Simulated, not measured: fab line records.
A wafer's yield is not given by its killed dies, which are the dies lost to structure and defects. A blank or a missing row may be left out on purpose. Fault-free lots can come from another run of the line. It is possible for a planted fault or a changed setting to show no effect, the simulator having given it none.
fab line records -- flow berkeleyCmos170
record: lots: 15, wafers: 45, lastDay: 12
route steps=331 shown START@5
lots untouched by any fault: they come from a run of this same line in which no faults occurred
startH: start of the lot's first displayed wafer, in hours after the record's first day -- waitH: hours from the lot's prior step to this one -- " repeats the value in the row above -- L1.1+2: several wafers, shown together as one row -- - no value, or no start given -- * or withheld: withheld -- < > ~ a bound
route shown NAME@n: names a module that has steps shown in the file, with the first one's number in the route -- usual: mean and standard deviation over wafers with no fault -- same: alike in all rows -- chamber/n: place in a boat -- sites: per-site readings -- _std_site: how widely they spread, as a standard deviation -- _edge_site: the outer-site mean with the inner-site mean subtracted -- radiusMm: for every site, how far away it sits from the centre of the wafer -- mask NAME#n: copy n -- behind: the tool/chamber that last shaped the wafer -- hold: reason for holding the lot/hours on hold/outcome of the hold -- device: the n, p or np transistor that did not switch -- end of line: the same wafers' tests at the end of the route -- a step given without rows: its recipe and nothing more -- killed: dies that structure and defects cost at the first sort, which is not the same as the wafer's yield -- map: per-die view of a wafer (x killed, . not killed, _ where there is no die)
set.NAME: setting as actually run; set.NAME@STEP: the setting as run at that earlier step -- model.NAME: the simulator's own value behind a step, which no gauge read
route steps across a sampled set of lots; one table per step, one row per wafer
services: a tool's chamber out of use, with start hour (startH, from the record's first day; less than 0 if before it), hours out, and reason
== steps ==
step: UCB170_START_ANNEAL_04
recipe: tempC: 950, timeS: 1200, ambient: N2
usual: spikeTcCentreC: 952.9/1.3, spikeTcLoadC: 976/3.4, zonePowerCentrePct: 44/4.5
lot.wafer,tool,chamber,startH,waitH,spikeTcCentreC,spikeTcLoadC,zonePowerCentrePct
L253.1,furnace-02,0,27.04,6.8,952.2,980,41
L253.3,furnace-02,0,27.04,6.8,951.2,979,41
L253.4,furnace-02,0,27.04,6.8,953.0,980,41
L254.1,furnace-01,0,31.81,4.3,953.8,974,51
L254.4,furnace-01,0,31.81,4.3,955.7,972,50
L254.6,furnace-01,0,31.81,4.3,953.3,972,50
L258.1,furnace-01,0,46.76,4.4,954.7,974,50
L258.2,furnace-01,0,46.76,4.4,953.4,972,51
L258.6,furnace-01,0,46.76,4.4,954.0,973,50
L259.3,furnace-02,0,56.86,5.6,952.7,979,40
L259.4,furnace-02,0,56.86,5.6,951.7,979,41
L259.6,furnace-02,0,56.86,5.6,953.4,979,40
L261.3,furnace-02,-,67.16,4.8,-,-,-
L261.4,furnace-02,-,67.16,4.8,-,-,-
L261.5,furnace-02,-,67.16,4.8,-,-,-
L262.3,furnace-02,-,67.16,4.8,-,-,-
L262.4,furnace-02,-,67.16,4.8,-,-,-
L262.6,furnace-02,-,67.16,4.8,-,-,-
L263.2,furnace-02,-,77.01,4.2,-,-,-
L263.3,furnace-02,-,77.01,4.2,-,-,-
L263.5,furnace-02,-,77.01,4.2,-,-,-
L264.2,furnace-02,0,77.01,4.2,951.8,980,40
L264.3,furnace-02,0,77.01,4.2,952.5,978,41
L264.4,furnace-02,0,77.01,4.2,954.8,980,41
L266.1,furnace-01,0,85.68,3.4,953.3,972,50
L266.3,furnace-01,0,85.68,3.4,953.7,972,51
L266.5,furnace-01,0,85.68,3.4,953.5,973,51
L267.1,furnace-02,0,93.48,3.6,952.9,979,40
L267.4,furnace-02,0,93.48,3.6,954.1,979,41
L267.6,furnace-02,0,93.48,3.6,952.3,979,40
L269.1,furnace-02,0,106.41,4.0,954.1,978,41
L269.3,furnace-02,0,106.41,4.0,952.7,980,41
L269.5,furnace-02,0,106.41,4.0,951.5,980,41
L270.2,furnace-02,0,106.41,4.0,953.9,978,40
L270.3,furnace-02,0,106.41,4.0,953.8,979,41
L270.5,furnace-02,0,106.41,4.0,954.7,978,41
L271.3,furnace-04,0,119.55,7.7,951.5,971,44
L271.4,furnace-04,0,119.55,7.7,951.6,971,43
L271.5,furnace-04,0,119.55,7.7,951.5,971,43
L272.3,furnace-04,0,119.55,7.7,951.4,972,44
L272.4,furnace-04,0,119.55,7.7,952.8,974,44
L272.6,furnace-04,0,119.55,7.7,950.6,972,43
L275.1,furnace-02,0,136.82,4.2,954.4,979,40
L275.3,furnace-02,0,136.82,4.2,950.9,981,40
L275.5,furnace-02,0,136.82,4.2,949.6,979,41
== services ==
tool,chamber,startH,hours,kind
furnace-04,-,23.52,2.5,pm
furnace-02,-,59.69,3.5,pm
== key ==
firstSign: step: UCB170_START_ANNEAL_04, reading: toolRecord, direction: missing
effect none on later readings
metAt UCB170_START_ANNEAL_04
struckLots L261,L262,L263
laterRowsLeftOut L261.3,L261.4,L261.5,L262.3,L262.4,L262.6,L263.2,L263.3,L263.5
sortLeftOut L261.3,L261.4,L261.5,L262.3,L262.4,L262.6,L263.2,L263.3,L263.5
testerLeftOut L261,L262,L263
onsetBetween 56.86 67.16
fault: kind: skippedStepWhole, tool: furnace-02, chamber: -, onsetH: 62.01, steps: UCB170_START_ANNEAL_04, scope: struckLotsOnly
testerLeftOut: of these lots the tester's yield and bins aren't shown, on N5 and GAA mostly nor the transistor test; their killed dies are dies lost to structure and defects alone, not to doping, threshold or leakage, so they don't give the yield
sortLeftOut: the simulated sort isn't trusted on such a fault, so these wafers' sort isn't shown, and their yield isn't known
laterRowsLeftOut: the simulator's readings of these wafers behind a module that went badly wrong aren't trusted and aren't shown, but for the sort
